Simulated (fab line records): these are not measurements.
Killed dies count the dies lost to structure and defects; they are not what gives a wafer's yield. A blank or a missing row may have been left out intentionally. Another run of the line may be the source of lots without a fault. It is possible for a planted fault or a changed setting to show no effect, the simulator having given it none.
Which tool is to blame? | flow berkeley_cmos170 | 12 lots, 36 wafers sampled, at 4 steps of a route of 331

## WHAT THE GAUGES SHOWED, per wafer
UCB170_START_BOW_MEAS_00.
lot  | measured    | on            | INCOMING_BOW (um)
L315 | day 1 10:03 | film_metro-03 | 1 1 -5
L316 | day 1 15:02 | film_metro-03 | 2 15 0
L317 | day 1 20:00 | film_metro-03 | -2 3 3
L318 | day 2 01:00 | film_metro-02 | -5 -6 -3
L325 | day 3 12:00 | film_metro-02 | 6 6 -5
L328 | day 4 03:04 | film_metro-02 | -3 -12 -2
L329 | day 4 08:04 | film_metro-04 | -4 -6 -1
L332 | day 4 23:00 | film_metro-03 | 5 10 -4
L333 | day 5 04:00 | film_metro-03 | 9 6 2
L334 | day 5 09:00 | film_metro-02 | 0 -13 1
L337 | day 6 00:01 | film_metro-04 | 1 2 -2
L338 | day 6 05:00 | film_metro-02 | -4 8 -5

UCB170_NWELL_OVL_MEAS_12.
lot  | measured    | on         | NWELL_OVL (nm)
L315 | day 2 09:39 | overlay-02 | -4 -5 -5
L316 | day 2 14:44 | overlay-01 | -2 6 4
L317 | day 2 18:15 | overlay-02 | 1 -1 4
L318 | day 2 23:22 | overlay-01 | -2 5 6
L325 | day 4 07:48 | overlay-02 | 11 10 6
L328 | day 5 03:53 | overlay-01 | 2 -2 3
L329 | day 5 12:27 | overlay-01 | 3 7 1
L332 | day 5 19:53 | overlay-02 | 4 3 9
L333 | day 6 05:26 | overlay-02 | 10 3 5
L334 | day 6 14:07 | overlay-02 | 4 3 1
L337 | day 6 23:54 | overlay-01 | 10 2 10
L338 | day 7 11:33 | overlay-01 | 0 -3 -2

## TOOL THAT RAN EACH LOT (tool first, then ch and the chambers of the sampled wafers, then the start)
lot  | UCB170_ZERO_STRIP_07                | UCB170_NWELL_SOFTBAKE_08
L315 | plasma_asher-02 ch 0,1, day 1 17:56 | litho_track-02 ch 0, day 2 09:01
L316 | plasma_asher-02 ch 0,1, day 2 00:29 | litho_track-04 ch 0, day 2 13:51
L317 | plasma_asher-04 ch 0,1, day 2 06:31 | litho_track-04 ch 0, day 2 17:39
L318 | plasma_asher-01 ch 1, day 2 13:22   | litho_track-04 ch 0, day 2 22:41
L325 | plasma_asher-01 ch 0, day 3 21:41   | litho_track-03 ch 0, day 4 07:16
L328 | plasma_asher-02 ch 0,1, day 4 15:05 | litho_track-03 ch 0, day 5 03:15
L329 | plasma_asher-04 ch 0,1, day 4 20:55 | litho_track-03 ch 0, day 5 11:50
L332 | plasma_asher-01 ch 0,1, day 5 08:04 | litho_track-04 ch 0, day 5 19:05
L333 | plasma_asher-04 ch 1, day 5 14:07   | litho_track-04 ch 0, day 6 04:46
L334 | plasma_asher-04 ch 0,1, day 5 19:17 | litho_track-04 ch 0, day 6 13:14
L337 | plasma_asher-01 ch 0,1, day 6 12:04 | litho_track-02 ch 0, day 6 23:12
L338 | plasma_asher-04 ch 0,1, day 6 20:36 | litho_track-04 ch 0, day 7 09:34
- UCB170_ZERO_STRIP_07: strips in O2.
- UCB170_NWELL_SOFTBAKE_08: time 60 s.

## AS READ BY THE TOOLS THEMSELVES (means over the sampled wafers that have a number; for cases with no such wafer, the mark the record gives instead)
UCB170_ZERO_STRIP_07.
lot  | tool            | drypump_motor_current_A (A) | oes_product_au (a.u.) | strip_time_to_endpoint_s (s)
L315 | plasma_asher-02 | 5.6                         | 0.728                 | 21.54
L316 | plasma_asher-02 | 5.6                         | 0.730                 | 21.49
L317 | plasma_asher-04 | 6.1                         | 0.730                 | 21.58
L318 | plasma_asher-01 | 5.9                         | 0.730                 | 21.53
L325 | plasma_asher-01 | 5.1                         | 0.728                 | 21.51
L328 | plasma_asher-02 | 5.6                         | 0.724                 | 21.43
L329 | plasma_asher-04 | 6.3                         | 0.729                 | 21.47
L332 | plasma_asher-01 | 5.6                         | 0.723                 | 21.43
L333 | plasma_asher-04 | 6.0                         | 0.725                 | 21.46
L334 | plasma_asher-04 | 6.1                         | 0.725                 | 21.42
L337 | plasma_asher-01 | 5.4                         | 0.730                 | 21.53
L338 | plasma_asher-04 | 6.3                         | 0.724                 | 21.40

UCB170_NWELL_SOFTBAKE_08.
lot  | tool           | heater_power_total_W (W) | plate_temp_C (C)
L315 | litho_track-02 | 56.80                    | 130.10
L316 | litho_track-04 | 56.80                    | 130.10
L317 | litho_track-04 | 56.77                    | 130.00
L318 | litho_track-04 | 56.78                    | 129.90
L325 | litho_track-03 | 55.92                    | 128.42
L328 | litho_track-03 | 55.94                    | 128.49
L329 | litho_track-03 | 55.93                    | 128.45
L332 | litho_track-04 | 56.81                    | 129.84
L333 | litho_track-04 | 56.84                    | 130.06
L334 | litho_track-04 | 56.77                    | 130.06
L337 | litho_track-02 | 56.78                    | 129.96
L338 | litho_track-04 | 56.74                    | 129.94

## THE ANSWER, worked out from the rows above alone
Rule: usual is defined by the lots themselves. Put in order of their means at a reading, lots are off if they are a third of the lots or fewer, leave a main group of 4 or more, and stand apart from it by a gap of 3 or more times the standard deviation of the main group's means; of several such gaps the widest counts. If all means in a main group match to the digits the tables above print for the reading, that group is not used. A lot without any number at a reading at which 4 lots or more have one is off too. All remaining lots with rows at the step are treated as sound. First the gauges in route order, then the tools' own readings, where a lot's mean is used as printed above. At the first step where some lot is off, the reading lying furthest off is the one used; lots without a number count as furthest.
Off at UCB170_NWELL_SOFTBAKE_08 (heater_power_total_W): L325, L328, L329. The main group has a mean of 56.79 W with a standard deviation of 0.027.
If a tool, at that step or one of the process steps before it, ran each lot that is off and ran no sound lot following the first of them, it fits. One candidate fits, namely litho_track-03 at UCB170_NWELL_SOFTBAKE_08. It ran no sound lot before its first lot that is off in this sample, so the start can't be narrowed down.
The tool's own readings at UCB170_NWELL_SOFTBAKE_08 bear it out: on the lots that are off they differ by more than 5 times the standard deviation of the sound lots' means. heater_power_total_W reads 55.93 W there against 56.79 W on the sound lots; plate_temp_C reads 128.45 C there against 130.00 C on the sound lots.

## WHAT THE SIMULATOR HAD INSERTED
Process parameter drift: litho_track-03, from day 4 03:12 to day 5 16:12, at UCB170_NWELL_SOFTBAKE_08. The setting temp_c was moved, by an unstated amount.
Lots struck among those shown: L325, L328, L329. Same finding as the rule above.
